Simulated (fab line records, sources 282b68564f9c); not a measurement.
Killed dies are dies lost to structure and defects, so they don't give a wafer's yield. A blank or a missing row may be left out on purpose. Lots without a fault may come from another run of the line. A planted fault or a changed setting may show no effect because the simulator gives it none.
Which tool did it? | flow rit_cmos | 14 lots, 42 wafers sampled, at 4 steps of a route of 202

WHAT THE GAUGES READ, wafer by wafer
RIT_GATE_THK_MEAS_09.
lot  | measured    | on            | GATE_POLY_THK (nm)
L610 | day 2 21:19 | film_metro-03 | 247.9 248.1 249.4
L611 | day 3 02:20 | film_metro-03 | 254.0 251.2 250.3
L612 | day 3 02:20 | film_metro-01 | 248.9 248.6 249.9
L613 | day 3 11:13 | film_metro-03 | 252.0 253.3 252.9
L614 | day 3 14:44 | film_metro-01 | 250.5 250.6 251.2
L618 | day 4 07:28 | film_metro-04 | 253.1 251.6 251.1
L620 | day 5 01:22 | film_metro-01 | 249.7 252.0 251.5
L621 | day 5 04:11 | film_metro-01 | 247.2 246.2 248.5
L623 | day 5 21:58 | film_metro-01 | 250.5 250.6 252.0
L626 | day 6 06:32 | film_metro-01 | 248.3 247.4 248.3
L627 | day 6 16:31 | film_metro-03 | 251.0 249.5 249.5
L628 | day 6 16:49 | film_metro-03 | 251.2 252.4 254.7
L629 | day 6 20:09 | film_metro-01 | 246.5 246.3 249.9
L632 | day 7 09:19 | film_metro-01 | 250.5 249.3 248.4

RIT_CONTACT_OVL_MEAS_09.
lot  | measured    | on         | CONTACT_OVL (nm)
L610 | day 3 14:08 | overlay-01 | -1.6 0.5 -1.9
L611 | day 3 19:35 | overlay-02 | -1.7 0.6 -0.1
L612 | day 3 19:42 | overlay-01 | 1.6 2.3 0.9
L613 | day 4 03:26 | overlay-02 | -0.2 0.8 1.4
L614 | day 4 06:44 | overlay-02 | -3.3 -0.9 -1.0
L618 | day 5 02:16 | overlay-01 | -1.3 -2.3 0.3
L620 | day 5 18:56 | overlay-02 | -1.1 -1.9 -0.9
L621 | day 5 23:17 | overlay-01 | 0.2 -0.6 2.2
L623 | day 6 15:03 | overlay-01 | 0.4 1.8 0.5
L626 | day 7 01:39 | overlay-02 | -1.0 0.2 -1.4
L627 | day 7 09:05 | overlay-02 | -1.1 0.5 -0.4
L628 | day 7 09:41 | overlay-02 | 0.1 0.5 0.7
L629 | day 7 14:21 | overlay-02 | 2.6 0.4 -0.2
L632 | day 8 02:38 | overlay-02 | -1.0 0.7 -1.3

WHICH TOOL RAN EACH LOT (tool, then ch and the chambers of the sampled wafers, then the start)
lot  | RIT_NRETRO_STRIP_09                 | RIT_SPACER_ETCHBACK_05
L610 | plasma_asher-03 ch 0,1, day 2 10:22 | rie_diel-04 ch 0,2,3, day 3 08:14
L611 | plasma_asher-03 ch 0,1, day 2 20:14 | rie_diel-03 ch 0,2,3, day 3 13:10
L612 | plasma_asher-02 ch 0,1, day 2 20:29 | rie_diel-04 ch 0,2,3, day 3 13:31
L613 | plasma_asher-04 ch 0,1, day 3 02:23 | rie_diel-02 ch 0,1,3, day 3 21:34
L614 | plasma_asher-04 ch 0,1, day 3 07:17 | rie_diel-03 ch 0,1,2, day 4 00:47
L618 | plasma_asher-02 ch 0,1, day 3 23:27 | rie_diel-02 ch 0,1,2, day 4 20:09
L620 | plasma_asher-03 ch 0,1, day 4 12:37 | rie_diel-03 ch 0,3, day 5 12:55
L621 | plasma_asher-02 ch 0,1, day 4 21:30 | rie_diel-03 ch 1,3, day 5 17:16
L623 | plasma_asher-03 ch 0,1, day 5 09:10 | rie_diel-03 ch 0,1,2, day 6 08:58
L626 | plasma_asher-03 ch 1, day 5 22:57   | rie_diel-04 ch 0,1, day 6 19:23
L627 | plasma_asher-04 ch 0,1, day 6 04:49 | rie_diel-04 ch 0,1,2, day 7 02:51
L628 | plasma_asher-04 ch 0,1, day 6 09:51 | rie_diel-02 ch 0,2,3, day 7 03:06
L629 | plasma_asher-02 ch 1, day 6 13:07   | rie_diel-04 ch 0,3, day 7 07:52
L632 | plasma_asher-04 ch 0,1, day 7 02:56 | rie_diel-04 ch 0,1,2, day 7 20:28
- RIT_NRETRO_STRIP_09: strips in O2, time 180 s.
- RIT_SPACER_ETCHBACK_05: etches Si3N4 in SF6/CHF3, stops on SiO2, target depth 250 nm, time 240 s.

WHAT THE TOOLS THEMSELVES READ (means of the sampled wafers that have a number; where no wafer has one, the mark that the record gives instead)
RIT_NRETRO_STRIP_09.
lot  | tool            | drypump_motor_current_A (A)
L610 | plasma_asher-03 | 5.73
L611 | plasma_asher-03 | 5.83
L612 | plasma_asher-02 | 5.33
L613 | plasma_asher-04 | 5.72
L614 | plasma_asher-04 | 5.72
L618 | plasma_asher-02 | 5.34
L620 | plasma_asher-03 | 5.75
L621 | plasma_asher-02 | 5.33
L623 | plasma_asher-03 | 5.74
L626 | plasma_asher-03 | 5.67
L627 | plasma_asher-04 | 5.50
L628 | plasma_asher-04 | 5.51
L629 | plasma_asher-02 | 5.35
L632 | plasma_asher-04 | 5.73

RIT_SPACER_ETCHBACK_05.
lot  | tool        | CHF3_flow_sccm (sccm) | drypump_motor_current_A (A) | oes_product_au (a.u.) | run_length_s (s) | throttle_valve_pct (%)
L610 | rie_diel-04 | 29.93                 | 5.7                         | 0.835                 | 268.2            | 10.34
L611 | rie_diel-03 | 30.08                 | 5.8                         | 0.857                 | 268.2            | 10.26
L612 | rie_diel-04 | 30.03                 | 5.6                         | 0.831                 | 268.5            | 10.34
L613 | rie_diel-02 | 29.94                 | 5.7                         | 0.843                 | 268.4            | 10.32
L614 | rie_diel-03 | 29.99                 | 6.0                         | 0.835                 | 268.3            | 10.30
L618 | rie_diel-02 | 29.99                 | 5.4                         | 0.841                 | 268.0            | 10.17
L620 | rie_diel-03 | 30.01                 | 5.7                         | 0.862                 | 267.9            | 10.16
L621 | rie_diel-03 | 29.96                 | 6.0                         | 0.877                 | 257.0            | 10.46
L623 | rie_diel-03 | 30.02                 | 6.0                         | 0.861                 | 262.8            | 10.31
L626 | rie_diel-04 | 29.98                 | 5.2                         | 0.805                 | 268.5            | 10.42
L627 | rie_diel-04 | 30.02                 | 5.8                         | 0.833                 | 268.6            | 10.36
L628 | rie_diel-02 | 29.98                 | 5.7                         | 0.841                 | 268.3            | 10.27
L629 | rie_diel-04 | 30.02                 | 5.1                         | 0.810                 | 268.6            | 10.41
L632 | rie_diel-04 | 29.98                 | 5.8                         | 0.815                 | 268.4            | 10.36

THE ANSWER, worked out from the rows above alone
Rule: what is usual is taken from the lots themselves. Put in order of their means at a reading, lots are off if they are a third of the lots or fewer, leave a main group of 4 or more, and stand apart from it by a gap of 3 or more times the standard deviation of the main group's means; of several such gaps the widest counts. A main group whose means are all the same, to the digits that the tables above print for the reading, isn't used. A lot without any number at a reading at which 4 lots or more have one is off too. The other lots that the step has rows for count as sound. The gauges are gone through in route order, then the tools' own readings, and for those a lot's mean is taken as printed above. The first step at which some lot is off is used, and at that step the reading that is off furthest; a lot without a number counts as furthest.
Off: L621, L623, at RIT_SPACER_ETCHBACK_05 (run_length_s). The main group: mean 268.3 s, standard deviation 0.21.
A tool fits if, at that step or a process step before it, it ran every lot that is off, and no sound lot after the first of them. One fits: rie_diel-03 at RIT_SPACER_ETCHBACK_05. Its last sound lot is L620 (day 5 12:55), its first lot that is off L621 (day 5 17:16): a fault that began between those two fits.
The tool's own readings at RIT_SPACER_ETCHBACK_05 bear it out: on the lots that are off they differ by more than 5 times the standard deviation of the sound lots' means. run_length_s reads 259.9 s there against 268.3 s on the sound lots.

WHAT THE SIMULATOR HAD PUT IN
Process parameter drift: rie_diel-03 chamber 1, from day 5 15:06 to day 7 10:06, at RIT_SPACER_ETCHBACK_05. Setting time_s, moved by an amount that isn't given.
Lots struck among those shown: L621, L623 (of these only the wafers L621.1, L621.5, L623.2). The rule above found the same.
